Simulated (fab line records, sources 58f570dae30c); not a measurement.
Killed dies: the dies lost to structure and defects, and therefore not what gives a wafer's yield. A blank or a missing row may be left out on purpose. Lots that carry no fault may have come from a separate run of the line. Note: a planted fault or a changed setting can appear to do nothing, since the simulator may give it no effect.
One fault seen from 2 desks / flow berkeley-cmos170 / what lay behind the numbers comes last; until then each desk has only its own

== METROLOGY DESK ==
What the gauges read for every lot (on any tool): the sampled wafers with a number, averaged. Any lot whose mean is over 4 standard deviations away from the usual mean is out of limits and marked OUT; that distance is given in the brackets.
Columns: A = V2_BOW at UCB170_V2_BOW_MEAS_03, usual 35 um; B = M3_AL_RS at UCB170_M3_RS_MEAS_02, usual 0.0322 ohm/sq; C = M3_AL_THK at UCB170_M3_THK_MEAS_03, usual 888 nm
lot=L814; first seen here=day 8 22:42; A=39; B=0.0326; C=876
lot=L815; first seen here=day 9 06:33; A=39; B=0.0323; C=889
lot=L816; first seen here=day 9 11:42; A=39; B=0.0323; C=889
lot=L817; first seen here=day 9 13:34; A=39; B=0.0323; C=893
lot=L822; first seen here=day 9 20:24; A=39; B=0.0322; C=892
lot=L821; first seen here=day 9 22:34; A=37; B=0.0325; C=881
lot=L823; first seen here=day 10 11:32; A=30; B=0.0321; C=892
lot=L826; first seen here=day 10 21:32; A=41; B=0.0316; C=896
lot=L828; first seen here=day 11 10:53; A=42; B=0.0325; C=882
lot=L829; first seen here=day 11 15:34; A=29; B=0.0315; C=905
lot=L833; first seen here=day 12 16:28; A=30; B=0.0323; C=889
lot=L836; first seen here=day 13 09:25; A=38; B=0.0321; C=888
lot=L837; first seen here=day 14 02:31; A=32; B=0.0321; C=889
Finding of this desk: none of the 13 lots has anything out of limits.

== AT THE TOOL OWNER'S DESK: pvd-sputter-04 ==
The tool's own readings at UCB170_M3_SPUTTER_01 (material Al, target thk 900 nm, time 120 s): means of the sampled wafers that have a number, for each lot that ran on this tool. Any lot whose mean is over 4 standard deviations away from the usual mean is out of limits and marked OUT; that distance is given in the brackets.
Columns: A = chamber-pressure-pa at UCB170_M3_SPUTTER_01, usual 0.4999 Pa; B = throttle-valve-pct at UCB170_M3_SPUTTER_01, usual 30.6 %
lot=L814; first seen here=day 9 00:32; A=0.5005; B=30.9
lot=L822; first seen here=day 9 22:13; A=0.4994; B=30.0
lot=L821; first seen here=day 10 01:04; A=0.5001; B=31.1
lot=L829; first seen here=day 11 18:42; A=0.4675 (-29) OUT; B=32.0
lot=L837; first seen here=day 14 05:47; A=0.4994; B=31.7
Finding of this desk: L829 out of limits; the first was L829 at day 11 18:42, on chamber-pressure-pa at UCB170_M3_SPUTTER_01. L814, L822, L821, L837 stayed within limits.

== ALL TOGETHER ==
An alarm could have come from the tool owner's desk at day 11 18:42, on L829.
From the metrology desk's view, nothing was out of limits.
The metrology desk holds a record of L829, inside its limits.
All the named lots went through UCB170_M3_SPUTTER_01 on pvd-sputter-04.

== WHAT WAS PUT IN BY THE SIMULATOR ==
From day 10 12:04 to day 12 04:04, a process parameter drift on pvd-sputter-04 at UCB170_M3_SPUTTER_01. A move of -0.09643 in setting chamber-pressure-pa, from 0.5. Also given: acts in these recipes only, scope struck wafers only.
Struck lots among those shown: L829.
Each desk's first reading out of limits, in hours after the fault started: the tool owner's desk, 31.
